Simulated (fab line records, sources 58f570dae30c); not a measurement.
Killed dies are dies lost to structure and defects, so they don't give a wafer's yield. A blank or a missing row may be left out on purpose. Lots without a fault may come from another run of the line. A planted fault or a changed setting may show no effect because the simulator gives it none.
Split-lot experiment | flow berkeley_cmos170 | 5 lots, 23 wafers read, on a route of 331 steps

THE SPLIT
At UCB170_M2_SPUTTER_01 (material Al, target thk 900 nm, time 120 s), the setting power_w was moved away from the recipe's 6000 W on 4 of the 23 wafers read, by -9.9% to +4.0%. The other wafers ran this setting at the recipe's value.

FROM THE SPLIT TO THE READING: what the file shows between them, 1 step
- UCB170_M2_RS_MEAS_02: measures by four-point-probe

THE READING
M2_AL_THK, in nm, at UCB170_M2_THK_MEAS_03 (measures by xrf). Fault-free wafers of this fab line usually give 918 nm, standard deviation 13 nm.

wafer  | tool, chamber at the split | power_w as run, W | against the recipe | M2_AL_THK, nm | against lot-mates on the recipe
L074.2 | pvd_sputter-01, -          | 6000              | recipe             | 908           | -
L074.3 | pvd_sputter-01, -          | 6000              | recipe             | 905           | -
L074.4 | pvd_sputter-01, -          | 6000              | recipe             | 886           | -
L074.5 | pvd_sputter-01, -          | 6000              | recipe             | 903           | -
L074.6 | pvd_sputter-01, -          | 6000              | recipe             | 894           | -
L075.2 | pvd_sputter-02, -          | 6242              | +4.0%              | 954           | +31
L075.3 | pvd_sputter-02, -          | 6000              | recipe             | 935           | -
L075.4 | pvd_sputter-02, -          | 6000              | recipe             | 924           | -
L075.5 | pvd_sputter-02, -          | 6242              | +4.0%              | 960           | +37
L075.6 | pvd_sputter-02, -          | 6000              | recipe             | 911           | -
L077.3 | pvd_sputter-03, -          | 6000              | recipe             | 914           | -
L077.4 | pvd_sputter-03, -          | 6000              | recipe             | 902           | -
L077.5 | pvd_sputter-03, -          | 6000              | recipe             | 911           | -
L080.1 | pvd_sputter-03, -          | 6000              | recipe             | 927           | -
L080.2 | pvd_sputter-03, -          | 6000              | recipe             | 918           | -
L080.3 | pvd_sputter-03, -          | 6000              | recipe             | 927           | -
L080.4 | pvd_sputter-03, -          | 6000              | recipe             | 931           | -
L080.5 | pvd_sputter-03, -          | 6000              | recipe             | 913           | -
L082.1 | pvd_sputter-01, -          | 6000              | recipe             | 940           | -
L082.2 | pvd_sputter-01, -          | 5404              | -9.9%              | 847           | -90
L082.3 | pvd_sputter-01, -          | 6000              | recipe             | 937           | -
L082.5 | pvd_sputter-01, -          | 5404              | -9.9%              | 843           | -94
L082.6 | pvd_sputter-01, -          | 6000              | recipe             | 934           | -

THE FIT
A straight line over all 23 wafers: M2_AL_THK changes by +7.68 nm for each +1% of power_w; r = +0.87; the points scatter about the line by 15 nm.
The same after taking each lot's own level away (the mean of its wafers on the recipe; 23 wafers): +9.11 nm for each +1%; r = +0.97; scatter 6.8 nm.
On that fit, the largest move of power_w shifts the reading by 91 nm.
The lots' own levels span 899.2 to 937.0 nm, that is 2.9 times the standard deviation above.
So the lot-to-lot level changes the slope: the two fits differ.
Check: with one of the wafers moved furthest among these (-9.9%) left out of the fit, the line predicts -91.6 nm for it against its lot-mates. It came out at -90 nm against them.

OTHER SPLITS ON THESE WAFERS
These wafers also went through other splits before the reading. Each is held against what the fit with the lots' levels taken away leaves over:
other split on the same wafers   | wafers away from the commonest value | r with M2_AL_THK (lot level and that fit taken away)
UCB170_CONTACT_EXPOSE_12 dose_mj | 7                                    | +0.08
UCB170_M1_COAT_04 resist_thk_nm  | 7                                    | -0.38
UCB170_M1_PEB_07 peb_temp_c      | 6                                    | +0.25
UCB170_V1_COAT_07 resist_thk_nm  | 5                                    | -0.02

THE WHOLE CHAIN: every reading that the file lists as answering this split, in the file's order
step                  | what it does                               | reading                                                                     | change (the file's fit)               | r (the file's)
UCB170_M2_SPUTTER_01  | material Al, target thk 900 nm, time 120 s | Al_of_M2_SPUTTER_01.thk_nm (the simulator's own value, which no gauge read) | +8.71 nm for each +1% of the setting  | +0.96
UCB170_M2_RS_MEAS_02  | measures by four-point-probe               | M2_AL_RS                                                                    | -0.000335 for each +1% of the setting | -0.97
UCB170_M2_THK_MEAS_03 | measures by xrf                            | M2_AL_THK                                                                   | +9.13 for each +1% of the setting     | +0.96

THE FILE'S OWN FIT
M2_AL_THK changes by +9.13 nm for each +1% of power_w, r = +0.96.
